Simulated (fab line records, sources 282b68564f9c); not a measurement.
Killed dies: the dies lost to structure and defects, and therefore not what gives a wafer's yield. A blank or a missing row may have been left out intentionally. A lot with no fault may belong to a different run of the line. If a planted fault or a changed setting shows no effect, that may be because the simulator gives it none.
Code-filled problem report in 8D (eight disciplines) form -- flow rit-cmos -- the parts of the form that need people (team, actions taken, sign-off) are left out

## 1. PROBLEM STATEMENT
Mean of run-length-s at RIT_M1_METAL_ETCH_12: 183.4 s across 3 wafers in 2 lots; on wafers with no fault it is 193.1 s (standard deviation 0.79). That puts it -12 standard deviations away from the usual mean.
The step: etches Al in Cl2/BCl3, stops on SiO2, time 165 s, target depth 600 nm.
The first sign was on wafer L325.2 at day 6 15:50, on rie-metal-02. The record has a number at this step for 42 wafers belonging to 14 lots. Rule for "out", or "out of limits": more than 4 standard deviations from the usual mean. All remaining wafers that have a number are taken as sound.

## 2. WHAT THIS IS AND IS NOT
question,is,is not
which readings at this step,run-length-s,"drypump-motor-current-A, throttle-valve-pct"
which lots,"L325, L327","L310, L311, L312, L314, L315, L316, L318, L319, L322, L330, L331, L332"
which wafers of those lots,"L325.2, L325.5, L327.2","L325.6, L327.4, L327.6"
read on which tools,rie-metal-02,"rie-metal-03, rie-metal-04"
when,from day 6 15:50,"up to then (28 sound wafers); but 11 sound wafers of L327, L330, L331, L332 came after"

## 3. WHAT RULES OUT EACH SUSPECT
Counting: any tool at a process step up to the reading remains a suspect provided it ran every lot that is out. Sound lots after the first of them don't rule it out here, since some wafers of a struck lot are sound.
- rie-metal-02 at RIT_M1_METAL_ETCH_12 (etches Al in Cl2/BCl3, stops on SiO2, time 165 s, target depth 600 nm): kept. It processed each lot that is out (first: L325, day 6 15:50); up to then, its last sound lot is L322 (day 6 03:19). Out on those wafers are its own readings of run-length-s.
- Within rie-metal-02 at RIT_M1_METAL_ETCH_12: the wafers that are out ran in chamber 1; their sound lot-mates ran in chamber 0.
After counting, what remains is rie-metal-02 at RIT_M1_METAL_ETCH_12.

## 4. THE CAUSE (what the simulator had put in)
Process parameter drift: rie-metal-02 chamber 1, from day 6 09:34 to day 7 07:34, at RIT_M1_METAL_ETCH_12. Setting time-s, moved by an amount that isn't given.
After counting, this tool was the only one left.

## 5. THE EFFECT CHAIN, in route order
One row per reading whose mean, taken over the struck wafers that have a number, lies over 3 standard deviations from the usual. Readings are gone through only where the record gives a usual standard deviation; hours: the median, over the lots, of the time from a lot's start at the first step in this table giving one to that lot's start at this step; sigmas: the change measured in usual standard deviations.
hours,step,reading,usual,on struck wafers,change,sigmas
0,RIT_M1_METAL_ETCH_12,oes-product-au,0.790 a.u.,0.852,+0.062,+3.6
0,RIT_M1_METAL_ETCH_12,run-length-s,193.1 s,183.4,-9.7,-12
It contains these process steps:
- RIT_M1_METAL_ETCH_12: etches Al in Cl2/BCl3, stops on SiO2, time 165 s, target depth 600 nm.

## 6. HOW IT WOULD HAVE BEEN CAUGHT EARLIER
The fault began at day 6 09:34; the first out-of-limits reading in this record came at day 6 15:50, 6 hours later.
